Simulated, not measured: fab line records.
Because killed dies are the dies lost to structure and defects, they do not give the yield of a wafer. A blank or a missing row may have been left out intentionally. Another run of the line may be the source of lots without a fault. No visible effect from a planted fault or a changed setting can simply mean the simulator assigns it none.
Problem report, 8D (eight disciplines) form, completed by code | flow berkeleyCmos170 | the parts of the form that need people (team, actions taken, sign-off) are left out

## 1. WHAT IS WRONG
Mean of oesProductAu at UCB170_PWELL_STRIP_16: 0.660 a.u. across 5 wafers in 3 lots; on wafers with no fault it is 0.721 a.u. (standard deviation 0.0044). That puts it -14 standard deviations away from the usual mean.
The step: strips in O2.
Seen first at day 5 18:46 on plasmaAsher-02, wafer L355.2. The record has a number at this step for 45 wafers belonging to 15 lots. Rule for "out" (also "out of limits"): further than 4 standard deviations from the usual mean. The other wafers with a number count as sound.

## 2. WHAT IT IS, AND WHAT IT ISN'T
question                    | is                                     | is not
which readings at this step | oesProductAu                           | drypumpMotorCurrentA, stripTimeToEndpointS
which lots                  | L355, L356, L358                       | L344, L346, L347, L348, L349, L350, L351, L357, L359, L364, L365, L367
which wafers of those lots  | L355.2, L355.6, L356.3, L356.5, L358.2 | L355.3, L356.6, L358.4, L358.6
read on which tools         | plasmaAsher-02                         | plasmaAsher-01, plasmaAsher-03
when                        | from day 5 18:46                       | up to then (22 sound wafers); but 18 sound wafers of L356, L357, L358, L359, L364, L365, L367 came after

## 3. WHAT RULES OUT EACH SUSPECT
Counting: a tool at a process step up to the reading stays a suspect if it ran every lot that is out. Sound lots after the first of them don't rule it out here, since some wafers of a struck lot are sound.
- plasmaAsher-02 at UCB170_PWELL_STRIP_16 (strips in O2): kept. It ran every lot that is out, first L355 (day 5 18:46); its last sound lot up to then is L348 (day 4 14:32). Out on those wafers are its own readings of oesProductAu.
- Within plasmaAsher-02 at UCB170_PWELL_STRIP_16: the wafers that are out ran in chamber 0; their sound lot-mates ran in chamber 1.
The count leaves plasmaAsher-02 at UCB170_PWELL_STRIP_16.

## 4. THE CAUSE (what the simulator had put in)
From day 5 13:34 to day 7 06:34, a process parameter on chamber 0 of plasmaAsher-02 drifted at UCB170_PWELL_STRIP_16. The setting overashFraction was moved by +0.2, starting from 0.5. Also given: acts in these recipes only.
This tool alone remained once counting was done.

## 5. THE EFFECT CHAIN, in route order
Each row: a reading whose mean over the struck wafers that have a number lies more than 3 standard deviations from the usual. Only readings whose record carries a usual standard deviation are examined. hours: median over the lots of the time between each lot's start at the first step of this table that gives one and its start at this step. sigmas: the change, counted in usual standard deviations.
hours | step                  | reading      | usual      | on struck wafers | change | sigmas
0     | UCB170_PWELL_STRIP_16 | oesProductAu | 0.721 a.u. | 0.660            | -0.061 | -14
Here are the process steps it includes:
- UCB170_PWELL_STRIP_16: strips in O2.
Later measuring or inspecting steps at which every struck wafer that the step has a row for has a number for every such reading, and none has moved that far: UCB170_CONTACT_CD_MEAS_90, UCB170_M2_OVL_MEAS_16.

## 6. WHAT WOULD HAVE CAUGHT IT SOONER
5 hours passed between the start of the fault at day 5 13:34 and the first reading out of limits in this record, taken at day 5 18:46.
